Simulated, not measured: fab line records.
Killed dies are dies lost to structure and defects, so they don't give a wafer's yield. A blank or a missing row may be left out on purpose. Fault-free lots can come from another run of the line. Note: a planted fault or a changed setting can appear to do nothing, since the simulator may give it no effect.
fab line records + flow ritCmos
record
- lots=13
- wafers=39
- lastDay=7
route steps=202 shown NLDD@111
lots that met no fault: taken from a fault-free run of the same line
startH: hours from the record's opening day to when the first of the lot's shown wafers began + waitH: time in hours since the lot's previous step + " same as the row above + L1.1+2: several wafers, shown together as one row + - no value, or no start was given + * or withheld: withheld + < > ~ a bound
route shown NAME@n: names a module that has steps shown in the file, with the first one's number in the route + usual: the fault-free wafers' mean and standard deviation + same: alike in all rows + chamber/n: place in a boat + sites: per-site readings + _std_site: their standard deviation + _edge_site: outer sites' mean less inner sites' + radiusMm: for every site, how far away it sits from the centre of the wafer + mask NAME#n: copy n + behind: the last tool/chamber to shape the wafer + hold: reason for holding the lot/hours on hold/outcome of the hold + device: names the non-switching transistor (n, p or np) + end of line: at the end of the route, the tests of the same wafers + a step with no rows: only its recipe + killed: not the wafer's yield, but the dies lost to structure and defects at the first sort + map: a wafer's dies, x killed, . not, _ none there
set.NAME: the setting the step ran with; set.NAME@STEP: the setting that earlier step ran with + model.NAME: the simulator's own value behind a step, which no gauge read
steps of the route over a sample of lots; a table a step, a row a wafer
services: a tool's chamber out of use, with start hour (startH, from the record's first day; less than 0 if before it), hours out, and reason
## steps
# step RIT_NLDD_IMPLANT_08
# recipe
- species=P
- energyKev=20
- doseCm2=5e+14
- tiltDeg=7
| lot.wafer  | tool         | chamber | startH | waitH |
|------------|--------------|---------|--------|-------|
| L115.3+4+6 | implanter-03 | 0       | 41.06  | 0.1   |
| L116.4+5+6 | implanter-04 | 0       | 47.51  | 0.1   |
| L117.1+2+3 | implanter-03 | 0       | 52.01  | 0.1   |
| L118.3+4+5 | implanter-04 | 0       | 57.53  | 0.1   |
| L119.1+4+6 | implanter-03 | 0       | 62.10  | 0.1   |
| L120.2+4+5 | implanter-04 | 0       | 66.04  | 0.1   |
| L121.1+2+6 | implanter-02 | 0       | 70.70  | 0.1   |
| L130.2+4+6 | implanter-03 | 0       | 117.13 | 0.1   |
| L131.3+4+6 | implanter-03 | 0       | 121.72 | 0.1   |
| L134.1+4+6 | implanter-04 | 0       | 136.61 | 0.1   |
| L135.2+3+5 | implanter-02 | 0       | 142.13 | 0.1   |
| L136.2+3+6 | implanter-02 | 0       | 146.31 | 0.1   |
| L137.1+3+4 | implanter-02 | 0       | 151.43 | 0.1   |
# step RIT_NLDD_TW_MEAS_10
# usual
- NLDD_TW=2495/16
| lot.wafer | tool         | chamber | startH | waitH | NLDD_TW |
|-----------|--------------|---------|--------|-------|---------|
| L115.3    | filmMetro-04 | -       | 41.36  | 0.1   | 2506    |
| L115.4    | "            | -       | "      | "     | 2496    |
| L115.6    | "            | -       | "      | "     | 2525    |
| L116.4    | filmMetro-04 | -       | 47.79  | 0.1   | 2508    |
| L116.5    | "            | -       | "      | "     | 2521    |
| L116.6    | "            | -       | "      | "     | 2503    |
| L117.1    | filmMetro-02 | -       | 52.34  | 0.1   | 2511    |
| L117.2    | "            | -       | "      | "     | 2508    |
| L117.3    | "            | -       | "      | "     | 2512    |
| L118.3    | filmMetro-02 | -       | 57.83  | 0.1   | 2517    |
| L118.4    | "            | -       | "      | "     | 2504    |
| L118.5    | "            | -       | "      | "     | 2519    |
| L119.1    | filmMetro-01 | -       | 62.42  | 0.1   | 2495    |
| L119.4    | "            | -       | "      | "     | 2488    |
| L119.6    | "            | -       | "      | "     | 2483    |
| L120.2    | filmMetro-01 | -       | 66.35  | 0.1   | 2473    |
| L120.4    | "            | -       | "      | "     | 2470    |
| L120.5    | "            | -       | "      | "     | 2468    |
| L121.1    | filmMetro-01 | -       | 71.03  | 0.1   | 2473    |
| L121.2    | "            | -       | "      | "     | 2475    |
| L121.6    | "            | -       | "      | "     | 2479    |
| L130.2    | filmMetro-04 | -       | 117.44 | 0.1   | 2298    |
| L130.4    | "            | -       | "      | "     | 2307    |
| L130.6    | "            | -       | "      | "     | 2294    |
| L131.3    | filmMetro-04 | -       | 122.02 | 0.1   | 2312    |
| L131.4    | "            | -       | "      | "     | 2298    |
| L131.6    | "            | -       | "      | "     | 2311    |
| L134.1    | filmMetro-01 | -       | 136.93 | 0.1   | 2482    |
| L134.4    | "            | -       | "      | "     | 2491    |
| L134.6    | "            | -       | "      | "     | 2478    |
| L135.2    | filmMetro-04 | -       | 142.44 | 0.1   | 2505    |
| L135.3    | "            | -       | "      | "     | 2519    |
| L135.5    | "            | -       | "      | "     | 2520    |
| L136.2    | filmMetro-02 | -       | 146.62 | 0.1   | 2495    |
| L136.3    | "            | -       | "      | "     | 2500    |
| L136.6    | "            | -       | "      | "     | 2501    |
| L137.1    | filmMetro-02 | -       | 151.76 | 0.1   | 2498    |
| L137.3    | "            | -       | "      | "     | 2516    |
| L137.4    | "            | -       | "      | "     | 2509    |
# step RIT_SDANNEAL_RS_MEAS_07
# recipe
- thkMeasGauge=four-point-probe
# usual
- NLDD_RS=151.8/0.5
| lot.wafer | tool         | chamber | startH | waitH | NLDD_RS[ohm/sq] |
|-----------|--------------|---------|--------|-------|-----------------|
| L115.3    | filmMetro-04 | -       | 49.23  | 0.1   | 152.6           |
| L115.4    | "            | -       | "      | "     | 152.3           |
| L115.6    | "            | -       | "      | "     | 152.5           |
| L116.4    | filmMetro-04 | -       | 55.42  | 0.1   | 152.8           |
| L116.5    | "            | -       | "      | "     | 152.4           |
| L116.6    | "            | -       | "      | "     | 152.9           |
| L117.1    | filmMetro-02 | -       | 60.31  | 0.1   | 152.0           |
| L117.2    | "            | -       | "      | "     | 152.0           |
| L117.3    | "            | -       | "      | "     | 152.4           |
| L118.3    | filmMetro-04 | -       | 66.20  | 0.1   | 152.0           |
| L118.4    | "            | -       | "      | "     | 151.6           |
| L118.5    | "            | -       | "      | "     | 151.8           |
| L119.1    | filmMetro-01 | -       | 70.12  | 0.1   | 150.4           |
| L119.4    | "            | -       | "      | "     | 150.3           |
| L119.6    | "            | -       | "      | "     | 150.7           |
| L120.2    | filmMetro-04 | -       | 74.34  | 0.1   | 152.3           |
| L120.4    | "            | -       | "      | "     | 152.1           |
| L120.5    | "            | -       | "      | "     | 152.5           |
| L121.1    | filmMetro-04 | -       | 78.97  | 0.1   | 151.8           |
| L121.2    | "            | -       | "      | "     | 151.3           |
| L121.6    | "            | -       | "      | "     | 151.6           |
| L130.2    | filmMetro-01 | -       | 125.24 | 0.1   | 195.2           |
| L130.4    | "            | -       | "      | "     | 195.6           |
| L130.6    | "            | -       | "      | "     | 194.7           |
| L131.3    | filmMetro-02 | -       | 129.95 | 0.1   | 195.1           |
| L131.4    | "            | -       | "      | "     | 195.0           |
| L131.6    | "            | -       | "      | "     | 195.1           |
| L134.1    | filmMetro-02 | -       | 145.52 | 0.1   | 151.8           |
| L134.4    | "            | -       | "      | "     | 151.6           |
| L134.6    | "            | -       | "      | "     | 151.4           |
| L135.2    | filmMetro-01 | -       | 150.40 | 0.1   | 152.2           |
| L135.3    | "            | -       | "      | "     | 152.3           |
| L135.5    | "            | -       | "      | "     | 152.1           |
| L136.2    | filmMetro-04 | -       | 154.52 | 0.1   | 152.0           |
| L136.3    | "            | -       | "      | "     | 152.2           |
| L136.6    | "            | -       | "      | "     | 152.3           |
| L137.1    | filmMetro-04 | -       | 159.38 | 0.1   | 151.9           |
| L137.3    | "            | -       | "      | "     | 151.9           |
| L137.4    | "            | -       | "      | "     | 151.5           |
## services
| tool         | chamber | startH | hours | kind   |
|--------------|---------|--------|-------|--------|
| implanter-04 | -       | 36.36  | 5.0   | pm     |
| implanter-02 | -       | 47.09  | 17.3  | pm     |
| implanter-04 | -       | 66.91  | 3.5   | repair |
| implanter-04 | -       | 124.40 | 3.7   | repair |
## key
firstSign
- step=RIT_NLDD_TW_MEAS_10
- reading=NLDD_TW
- direction=down
- sigmas=12
- usual=2495
- struck=2303
effect
- step=RIT_SDANNEAL_RS_MEAS_07
- reading=NLDD_RS
- direction=up
- sigmas=87
- usual=151.8
- struck=195.1
metAt RIT_NLDD_IMPLANT_08
struckLots L130,L131
testerLeftOut L130,L131
onsetBetween 62.10 117.13
fault
- kind=processParameterDrift
- tool=implanter-03
- chamber=-
- onsetH=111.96
- steps=RIT_NLDD_IMPLANT_08
- channel=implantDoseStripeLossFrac
- offset=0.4
- shape=step
- endH=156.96
# testerLeftOut: of these lots the tester's yield and bins aren't shown, on N5 and GAA mostly nor the transistor test; their killed dies are dies lost to structure and defects alone, not to doping, threshold or leakage, so they don't give the yield
